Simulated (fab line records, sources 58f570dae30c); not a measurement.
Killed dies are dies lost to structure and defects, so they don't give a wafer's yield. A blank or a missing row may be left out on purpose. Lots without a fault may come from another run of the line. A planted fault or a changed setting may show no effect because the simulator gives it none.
Which tool did it? | flow berkeley_cmos170 | 7 lots, 21 wafers sampled, at 3 steps of a route of 331

WHAT THE GAUGES READ, wafer by wafer
UCB170_PVT_TW_MEAS_09.
lot  | measured     | on            | PVT_TW
L701 | day 6 19:23  | film_metro-02 | 513 510 511
L706 | day 7 21:49  | film_metro-03 | 507 509 508
L708 | day 8 15:52  | film_metro-03 | 510 511 507
L712 | day 9 07:44  | film_metro-02 | 511 511 510
L714 | day 9 15:36  | film_metro-03 | 508 509 506
L720 | day 11 08:11 | film_metro-02 | 474 474 473
L723 | day 12 15:39 | film_metro-03 | 469 471 470

WHICH TOOL RAN EACH LOT (tool, then ch and the chambers of the sampled wafers, then the start)
lot  | UCB170_PWELL_STRIP_16               | UCB170_PVT_IMPLANT_07
L701 | plasma_asher-04 ch 0,1, day 3 14:34 | implanter-01 ch 0, day 6 19:09
L706 | plasma_asher-01 ch 0, day 4 13:17   | implanter-01 ch 0, day 7 21:35
L708 | plasma_asher-02 ch 0,1, day 5 03:18 | implanter-03 ch 0, day 8 15:37
L712 | plasma_asher-04 ch 0,1, day 5 19:44 | implanter-03 ch 0, day 9 07:32
L714 | plasma_asher-01 ch 0, day 6 04:30   | implanter-02 ch 0, day 9 15:21
L720 | plasma_asher-01 ch 0, day 7 21:15   | implanter-01 ch 0, day 11 07:56
L723 | plasma_asher-01 ch 1, day 8 13:23   | implanter-01 ch 0, day 12 15:25
- UCB170_PWELL_STRIP_16: strips in O2.
- UCB170_PVT_IMPLANT_07

THE ANSWER, worked out from the rows above alone
Rule: what is usual is taken from the lots themselves. Put in order of their means at a reading, lots are off if they are a third of the lots or fewer, leave a main group of 4 or more, and stand apart from it by a gap of 3 or more times the standard deviation of the main group's means; of several such gaps the widest counts. A main group whose means are all the same, to the digits that the tables above print for the reading, isn't used. A lot without any number at a reading at which 4 lots or more have one is off too. The other lots that the step has rows for count as sound.
Off: L720, L723, at UCB170_PVT_TW_MEAS_09 (PVT_TW). The main group: mean 509, standard deviation 1.4.
A tool fits if, at a process step before that reading, it ran every lot that is off, and no sound lot after the first of them. The gauges at UCB170_PVT_TW_MEAS_09 are tried like those tools. Can't be told from this: 2 tools fit, plasma_asher-01 at UCB170_PWELL_STRIP_16, implanter-01 at UCB170_PVT_IMPLANT_07.

WHAT THE SIMULATOR HAD PUT IN
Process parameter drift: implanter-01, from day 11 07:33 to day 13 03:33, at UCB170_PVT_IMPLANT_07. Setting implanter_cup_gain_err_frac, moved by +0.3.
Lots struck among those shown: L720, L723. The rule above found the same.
